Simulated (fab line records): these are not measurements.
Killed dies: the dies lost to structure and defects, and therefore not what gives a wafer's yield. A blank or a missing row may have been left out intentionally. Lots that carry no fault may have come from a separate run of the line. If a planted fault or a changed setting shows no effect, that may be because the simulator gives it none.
A struck lot beside a sound one ; flow berkeley cmos170 ; 16 steps out of a route of 331
Sound: the wafers L372.3, L372.4, L372.6. Wafers L377.1, L377.2, L377.5 were the ones struck. The cause is given at the end.
Per side, at each step with rows, come the tool, then ch with its chambers, and then its first start. Under that, the readings that differ: sound wafers ; struck wafers ; difference of the means ; sigmas: that difference in standard deviations of wafers without a fault.
alike: same words and numbers on both sides, and readings whose means sit less than 2 such deviations apart. not compared: any withheld reading, any reading some wafer has no value for, any bound like >300 that may hide the same value, and any number with overlapping values for which the record gives no deviation.
Wherever a step has rows on one side only, a row that says differs or no value, or a row with sigmas, the two part there. Non-overlapping numbers with no deviation appear without sigmas and do not part them. A reading missing from all wafers of one side parts the sides only when that side holds two or more wafers.

first, 1 step without rows for these wafers: UCB170_NWELL_OXIDATION_01 (target thk 26.4 nm, ox time 1260 s).
UCB170_NWELL_THK_MEAS_02:
  sound: film metro-02 at day 2 07:23; struck: film metro-04 at day 3 04:01
  alike: NWELL_OXIDE_THK
then, 2 steps without rows for these wafers: UCB170_NWELL_ANNEAL_03 (time 900 s); UCB170_NWELL_CVD_04 (deposits Si3N4 from SiH2Cl2/NH3, target thk 224 nm, time 3360 s).
UCB170_NWELL_THK_MEAS_05:
  sound: film metro-04 at day 2 16:19; struck: film metro-02 at day 3 09:58
  alike: NWELL_NITRIDE_THK
then, 6 steps without rows for these wafers: UCB170_NWELL_HMDS_06 (prime time 60 s); UCB170_NWELL_COAT_07 (resist thk 900 nm); UCB170_NWELL_SOFTBAKE_08 (time 60 s); UCB170_NWELL_EXPOSE_09 (exposes mask NWELL, target cd 3000 nm); UCB170_NWELL_PEB_10; UCB170_NWELL_DEVELOP_11 (develop time 45 s).
UCB170_NWELL_OVL_MEAS_12:
  sound: overlay-01 at day 2 18:38; struck: overlay-01 at day 3 11:07
  alike: NWELL_OVL
UCB170_NWELL_ETCH_13: etches Si3N4 in CH3F/Ar/O2, stops on SiO2, target depth 246.4 nm, time 154 s.
  sound on rie diel-03 ch 0,2,3, day 2 18:39; struck on rie diel-03 ch 1,3, day 3 11:09
  no value came back on the struck wafers for any of 5 readings (CH3F_flow_sccm (sccm), O2_flow_sccm (sccm) and others); on the sound wafers CH3F_flow_sccm (sccm) reads 19.94 19.93 19.98
reading;sound;struck;difference;sigmas
model.KrF_of_NWELL_COAT_07.thk nm (nm);721.9 721.7 721.2;888.9 888.2 888.4;+166.9;
  not compared: rf hours counter h
next, for these wafers, 1 step has no rows: UCB170_NWELL_IMPLANT_14.
UCB170_NWELL_STRIP_15: strips in O2.
  sound on plasma asher-01 ch 0,1, day 2 18:56; struck on plasma asher-04 ch 0,1, day 3 11:24
reading;sound;struck;difference;sigmas
drypump motor current A (A);4.9 4.8 4.9;5.8 6.5 6.6;+1.4;+2
oes product au (a.u.);0.716 0.723 0.715;0.741 0.725 0.737;+0.016;+4
strip time to endpoint s (s);18.02 18.02 17.99;21.71 21.68 21.68;+3.68;+48
  not compared: rf hours counter h
UCB170_NWELL_TW_MEAS_16:
  sound: film metro-02 at day 2 19:02; struck: film metro-03 at day 3 11:30
  alike: NWELL_TW

## WHERE THEY PART
Last at UCB170_NWELL_STRIP_15 as far as this record goes, first at UCB170_NWELL_ETCH_13. Later steps at which nothing parts them and some readings are alike: UCB170_NWELL_TW_MEAS_16.

WHY: the cause the simulator had injected
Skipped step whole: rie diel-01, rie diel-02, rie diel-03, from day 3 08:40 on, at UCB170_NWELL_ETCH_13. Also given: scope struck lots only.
